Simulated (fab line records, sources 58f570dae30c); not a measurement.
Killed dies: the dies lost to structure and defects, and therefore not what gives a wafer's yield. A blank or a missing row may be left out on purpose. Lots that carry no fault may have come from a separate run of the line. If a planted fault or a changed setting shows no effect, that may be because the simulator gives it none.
Comparing a struck lot with a sound one || flow berkeley_cmos170 || 15 out of 331 route steps
Sound: the wafers L430.1, L430.4, L430.5. Wafers struck: L444.3, L444.5, L444.6. At the end, the cause is stated.
Per side, at each step with rows, come the tool, then ch with its chambers, and then its first start. Under that, the readings that differ: sound wafers || struck wafers || difference of the means || sigmas: that difference in standard deviations of wafers without a fault.
alike: readings with means less than 2 such deviations apart, plus words and numbers identical on both sides. not compared: withheld readings, readings lacking a value on some wafer, bounds such as >300 that could conceal the same value, and numbers that have no deviation in the record and whose values overlap.
Wherever a step has rows on one side only, a row that says differs or no value, or a row with sigmas, the two part there. Non-overlapping numbers with no deviation appear without sigmas and do not part them. A reading that every wafer of one side lacks parts them only if that side has two wafers or more.

first, 1 step without rows for these wafers: UCB170_CONTACT_CVD_01 (deposits PSG from SiH4/O2/PH3, target thk 700 nm, time 2820 s).
UCB170_CONTACT_THK_MEAS_02:
  sound: film_metro-04 at day 6 19:06; struck: film_metro-01 at day 10 18:25
  alike: CONTACT_PSG_THK
then, 3 steps without rows for these wafers: UCB170_CONTACT_HMDS_03 (prime time 60 s); UCB170_CONTACT_COAT_04 (resist thk 900 nm); UCB170_CONTACT_SOFTBAKE_05 (time 60 s).
UCB170_CONTACT_STRIP_06: strips in O2.
  sound on plasma_asher-02 ch 1, day 6 19:43; struck on plasma_asher-01 ch 0,1, day 10 19:09
{"reading": "drypump_motor_current_A (A)", "sound": "4.7 4.7 4.7", "struck": "5.8 5.8 6.1", "difference": "+1.2", "sigmas": "+2"}
{"reading": "strip_time_to_endpoint_s (s)", "sound": "22.08 22.07 22.08", "struck": "21.99 21.91 21.89", "difference": -0.15, "sigmas": -2}
  alike: oes_product_au
  not compared: rf_hours_counter_h
then, 1 step without rows for these wafers: UCB170_CONTACT_CLEAN_07 (cleans in SPM, time 600 s).
UCB170_CONTACT_RTA_08: time 10 s.
  sound on rtp_anneal-01 ch 0, day 6 19:59; struck on rtp_anneal-02 ch 0, day 10 19:25
  alike: chamber_o2_ppm, lamp_power_pct, wafer_temp_C_max
then, 4 steps without rows for these wafers: UCB170_CONTACT_COAT_09; UCB170_CONTACT_COAT_10 (resist thk 900 nm); UCB170_CONTACT_SOFTBAKE_11 (time 60 s); UCB170_CONTACT_EXPOSE_12 (exposes mask CONT, target cd 700 nm).
UCB170_CONTACT_PEB_13:
  sound on litho_track-03 ch 0, day 6 20:40; struck on litho_track-03 ch 0, day 10 20:25
{"reading": "heater_power_total_W (W)", "sound": "56.79 56.76 56.78", "struck": "57.64 57.69 57.67", "difference": "+0.89", "sigmas": "+20"}
then, 1 step without rows for these wafers: UCB170_CONTACT_DEVELOP_14 (develop time 45 s).
UCB170_M3_PROBE_99:
  the record holds rows for the sound wafers here (prober-02, day 7 17:56) but none for the struck ones

== WHERE THEY PART ==
Earliest at UCB170_CONTACT_STRIP_06; latest, in this record, at UCB170_M3_PROBE_99.

WHY: what the simulator had put in
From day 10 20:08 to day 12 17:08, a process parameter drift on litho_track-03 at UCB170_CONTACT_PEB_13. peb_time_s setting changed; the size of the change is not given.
